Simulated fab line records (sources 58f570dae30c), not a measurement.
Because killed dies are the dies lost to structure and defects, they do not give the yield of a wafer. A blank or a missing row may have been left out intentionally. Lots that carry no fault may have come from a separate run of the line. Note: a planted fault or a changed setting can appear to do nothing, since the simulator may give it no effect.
2 desks, one fault :: flow berkeley-cmos170 :: every desk sees just its own numbers, and what lay behind them comes last

== THE METROLOGY DESK ==
Lot by lot, what the gauges showed, no matter which tool ran the lot: averages of those sampled wafers that carry a number. A lot is out of limits, marked OUT, if its mean lies more than 4 standard deviations from the usual mean; the brackets give that distance.
Columns: A = CONTACT_OVL at UCB170_CONTACT_OVL_MEAS_16, usual -3 nm; B = cd-nm at UCB170_M1_CD_MEAS_90, usual 700.1 nm; C = V1_TEOS_THK at UCB170_V1_THK_MEAS_01, usual 2004 nm
lot: L649
first seen here: day 8 22:18
A: -7
B: 691.1 (-4.5) OUT
C: 1997

lot: L654
first seen here: day 9 14:29
A: 0
B: 691.5 (-4.3) OUT
C: 2004

lot: L659
first seen here: day 10 20:07
A: -6
B: 698.7
C: 1983

lot: L663
first seen here: day 11 11:04
A: -11
B: 697.7
C: 1980

lot: L660
first seen here: day 11 12:55
A: 1
B: 701.3
C: 2032

lot: L664
first seen here: day 12 21:46
A: 0
B: 702.2
C: 2025

lot: L665
first seen here: day 12 22:02
A: -3
B: 699.2
C: 2012

lot: L666
first seen here: day 13 11:50
A: -3
B: 698.7
C: 1993

lot: L667
first seen here: day 13 11:55
A: -3
B: 701.4
C: 2017

lot: L669
first seen here: day 13 17:05
A: 0
B: 697.7
C: 2028

lot: L668
first seen here: day 13 18:10
A: -3
B: 699.3
C: 1986
This desk finds L649, L654 out of limits, L649 being first, at day 9 00:33 (cd-nm at UCB170_M1_CD_MEAS_90). Within limits: L659, L663, L660, L664, L665, L666, L667, L669, L668.

== FOR THE TOOL OWNER'S DESK: rie-metal-03 ==
The tool's own readings at UCB170_M1_METAL_ETCH_12 (etches Al in Cl2/BCl3, stops on PSG, target depth 780 nm, time 130 s): means of the sampled wafers that have a number, for each lot that ran on this tool. A lot is out of limits, marked OUT, if its mean lies more than 4 standard deviations from the usual mean; the brackets give that distance.
Columns: A = drypump-motor-current-A at UCB170_M1_METAL_ETCH_12, usual 5.4 A; B = oes-product-au at UCB170_M1_METAL_ETCH_12, usual 0.851 a.u.; C = run-length-s at UCB170_M1_METAL_ETCH_12, usual 158.6 s; D = throttle-valve-pct at UCB170_M1_METAL_ETCH_12, usual 24.24 %
lot: L649
first seen here: day 9 00:19
A: 5.1
B: 0.708 (-13) OUT
C: 210.4 (+99 or more) OUT
D: 24.40

lot: L654
first seen here: day 9 16:23
A: 5.4
B: 0.714 (-12) OUT
C: 210.1 (+99 or more) OUT
D: 24.37

lot: L664
first seen here: day 13 03:41
A: 5.4
B: 0.837
C: 158.4
D: 24.28

lot: L666
first seen here: day 13 13:47
A: 4.7
B: 0.854
C: 158.4
D: 24.38

lot: L669
first seen here: day 13 19:22
A: 5.1
B: 0.849
C: 158.5
D: 24.35
This desk finds L649, L654 out of limits, L649 being first, at day 9 00:19 (oes-product-au at UCB170_M1_METAL_ETCH_12). Within limits: L664, L666, L669.

== BROUGHT TOGETHER ==
The tool owner's desk had the chance to raise an alarm at day 9 00:19 on L649, L654.
The metrology desk could have raised an alarm at day 9 00:33, on L649, L654.
UCB170_M1_METAL_ETCH_12 was run on rie-metal-03 by each of the lots named.

== WHAT HAD BEEN PUT IN BY THE SIMULATOR ==
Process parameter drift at UCB170_M1_METAL_ETCH_12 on rie-metal-03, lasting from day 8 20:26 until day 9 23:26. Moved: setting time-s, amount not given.
Struck lots among those shown: L649, L654.
Time in hours from fault onset to the first out-of-limits reading at each desk: tool owner's desk 4, metrology desk 4.
